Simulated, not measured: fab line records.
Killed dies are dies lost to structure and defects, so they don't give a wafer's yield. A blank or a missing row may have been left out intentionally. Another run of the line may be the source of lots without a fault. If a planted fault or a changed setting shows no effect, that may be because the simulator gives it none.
Check of tool commonality    flow ritCmos    Sampled: 13 lots, 42 wafers

WHAT PROMPTED THE OPENING
At RIT_PLDD_TW_MEAS_10 the reading PLDD_TW is flagged on 1 of 13 lots. No-fault wafers: 2347, standard deviation 12.
Rule: a lot gets a flag if all its wafers with a number sit over 4 standard deviations from that mean, or if no wafer of it has a number. The other lots count as sound.

lot   measured     on            PLDD_TW, wafer by wafer  flag
L342  day 2 19:28  filmMetro-04  2335 2327 2319           
L344  day 3 05:08  filmMetro-02  2328 2320 2335           
L346  day 3 16:47  filmMetro-04  2355 2356 2350           
L347  day 3 20:26  filmMetro-01  2348 2347 2353           
L348  day 4 00:32  filmMetro-04  2329 2330 2324           
L349  day 4 05:59  filmMetro-02  2344 2347 2348           
L350  day 4 11:59  filmMetro-02  2342 2349 2356           
L351  day 4 17:52  filmMetro-01  2369 2361 2373           
L352  day 4 20:40  filmMetro-01  2377 2366 2356           
L353  day 5 02:25  filmMetro-02  2352 2352 2351           
L354  day 5 09:06  filmMetro-04  2340 2337 2338           
L359  day 6 09:26  filmMetro-01  30 30 30 30 30 30        FLAGGED
L364  day 7 09:36  filmMetro-01  2362 2359 2342           
Flagged lots average 30: -2317 relative to the usual, that is -99 or more standard deviations.

WHICH TOOL RAN EACH LOT
The record holds 1 process step before the reading, out of a route of 202 steps. Read each cell as the tool, then ch plus the chambers that the sampled wafers visited, then the start.
lot   flag     RIT_NLDD_STRIP_09
L342           plasmaAsher-03 ch 0,1, day 2 17:49
L344           plasmaAsher-01 ch 0,1, day 3 03:25
L346           plasmaAsher-02 ch 0,1, day 3 14:58
L347           plasmaAsher-02 ch 0,1, day 3 18:50
L348           plasmaAsher-03 ch 0,1, day 3 22:59
L349           plasmaAsher-03 ch 0,1, day 4 04:11
L350           plasmaAsher-03 ch 0,1, day 4 10:23
L351           plasmaAsher-02 ch 0,1, day 4 16:10
L352           plasmaAsher-03 ch 0,1, day 4 19:03
L353           plasmaAsher-01 ch 0,1, day 5 00:43
L354           plasmaAsher-02 ch 0,1, day 5 07:25
L359  FLAGGED  plasmaAsher-03 ch 0,1, day 6 07:29
L364           plasmaAsher-01 ch 0,1, day 7 08:02
What the steps here do:
- RIT_NLDD_STRIP_09: strips in O2, time 180 s.
- RIT_PLDD_TW_MEAS_10

FLAGGED OVER TOTAL, TOOL BY TOOL (the gauges that took the reading come last)
step                 tool            lots run  flagged  share of the flagged lots  sound lots run after its first flagged lot
RIT_NLDD_STRIP_09    plasmaAsher-01  3         0        none                       -
RIT_NLDD_STRIP_09    plasmaAsher-02  4         0        none                       -
RIT_NLDD_STRIP_09    plasmaAsher-03  6         1        all                        0
RIT_PLDD_TW_MEAS_10  filmMetro-01    5         1        all                        1 (L364)
RIT_PLDD_TW_MEAS_10  filmMetro-02    4         0        none                       -
RIT_PLDD_TW_MEAS_10  filmMetro-04    4         0        none                       -

WHAT IS ALLOWED BY THE TABLE
In 2 table rows, all flagged lots were run: plasmaAsher-03 (RIT_NLDD_STRIP_09), filmMetro-01 (RIT_PLDD_TW_MEAS_10).
- plasmaAsher-03 at RIT_NLDD_STRIP_09: 1 of its 6 lots flagged. It ran its last sound lot, L352, at day 4 19:03 and its first flagged lot, L359, at day 6 07:29: a fault with its onset between the two fits. Its own readings lie more than 4 standard deviations out on every wafer of the flagged lots: runLengthS.
- filmMetro-01 at RIT_PLDD_TW_MEAS_10: 1 of its 5 lots flagged. After the first flagged lot (L364), sound lots still ran on it; a lasting fault on the whole tool would not permit that.
Just one tool remains: plasmaAsher-03 at RIT_NLDD_STRIP_09.

WHAT THE SIMULATOR HAD INSERTED
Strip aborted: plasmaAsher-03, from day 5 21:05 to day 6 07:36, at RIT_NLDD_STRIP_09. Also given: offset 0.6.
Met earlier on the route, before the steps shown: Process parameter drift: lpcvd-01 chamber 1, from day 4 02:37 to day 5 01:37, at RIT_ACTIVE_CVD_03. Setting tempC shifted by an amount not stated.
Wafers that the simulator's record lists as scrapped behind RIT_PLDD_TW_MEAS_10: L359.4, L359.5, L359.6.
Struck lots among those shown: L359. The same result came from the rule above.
